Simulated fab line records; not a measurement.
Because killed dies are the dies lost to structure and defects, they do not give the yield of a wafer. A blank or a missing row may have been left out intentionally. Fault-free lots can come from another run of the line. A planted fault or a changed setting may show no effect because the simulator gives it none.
8D (eight disciplines) problem report, filled in by code | flow rit-cmos | the parts of the form that need people (team, actions taken, sign-off) are left out

== 1. THE PROBLEM ==
Across 6 wafers from 2 lots, PSD_RS at RIT_SDANNEAL_RS_MEAS_04 averages 98.04 ohm/sq, while fault-free wafers read 116.06 ohm/sq with a standard deviation of 0.29. That puts it -62 standard deviations away from the usual mean.
The step: measures by four-point-probe.
The first sign was on wafer L216.3 at day 7 07:14, on film-metro-02. The record has a number at this step for 42 wafers belonging to 14 lots. Rule for "out", or "out of limits": more than 4 standard deviations from the usual mean. All remaining wafers that have a number are taken as sound.

== 2. WHAT IT IS, AND WHAT IT ISN'T ==
question                    | is                     | is not
which readings at this step | PSD_RS                 | -
which lots                  | L216, L217             | L198, L199, L200, L203, L204, L205, L206, L207, L208, L210, L215, L221
which wafers of those lots  | all that have a number | -
read on which gauges        | film-metro-02          | film-metro-03, film-metro-04
when                        | from day 7 07:14       | up to then (33 sound wafers); but 3 sound wafers of L221 came after

== 3. SUSPECTS, AND WHAT RULES EACH OUT ==
Counting: a tool stays on the suspect list if, at a process step up to the reading, it processed all lots that are out and no sound lot following the first of them.
- the gauge at RIT_SDANNEAL_RS_MEAS_04: kept. All the wafers that are out were read on film-metro-02, and no step on other tools shows them out.
- rtp-anneal-02 at RIT_SDANNEAL_RTA_03 (time 5 s): kept. Every lot that is out went through it, starting with L216 (day 7 07:09), and after that it ran no sound lot; the last sound lot it ran before then is L210 (day 6 06:43).
Remaining after the count are rtp-anneal-02 at RIT_SDANNEAL_RTA_03 and film-metro-02 at RIT_SDANNEAL_RS_MEAS_04.

== 4. THE CAUSE (what the simulator had put in) ==
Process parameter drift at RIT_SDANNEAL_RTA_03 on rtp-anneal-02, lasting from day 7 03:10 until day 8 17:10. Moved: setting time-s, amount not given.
After counting, 2 suspects remain, this tool included.

== 5. THE EFFECT CHAIN, in route order ==
One row per reading whose mean, taken over the struck wafers that have a number, lies over 3 standard deviations from the usual. Scope: only readings with a usual standard deviation given in the record; hours: median across lots of the time from each lot's start at the first step in this table that gives one to its start at this step; sigmas: change in usual standard deviations.
hours | step                    | reading | usual         | on struck wafers | change | sigmas
0     | RIT_SDANNEAL_RS_MEAS_04 | PSD_RS  | 116.06 ohm/sq | 98.04            | -18.02 | -62
0     | RIT_SDANNEAL_RS_MEAS_05 | NSD_RS  | 84.43 ohm/sq  | 81.66            | -2.77  | -9.9
0     | RIT_SDANNEAL_RS_MEAS_06 | PLDD_RS | 178.8 ohm/sq  | 162.1            | -16.7  | -35
0     | RIT_SDANNEAL_RS_MEAS_07 | NLDD_RS | 152.7 ohm/sq  | 149.9            | -2.8   | -5.2
At these later measuring or inspecting steps, every struck wafer for which the step has a row has a number for every such reading, and none has moved that far: RIT_SILICIDE_THK_MEAS_03.

== 6. HOW IT WOULD HAVE BEEN CAUGHT EARLIER ==
4 hours passed between the start of the fault at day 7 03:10 and the first reading out of limits at a measuring or inspecting step in this record, taken at day 7 07:14.
An alarm limit of 4 standard deviations would not have fired on the tool readings at RIT_SDANNEAL_RTA_03 for which the record gives a usual standard deviation, since none of them was out on any struck wafer.
L217, from the lots that are out (2), started RIT_SDANNEAL_RTA_03 on rtp-anneal-02 later than day 7 07:14. Had the tool been put on hold then, it would have been spared.
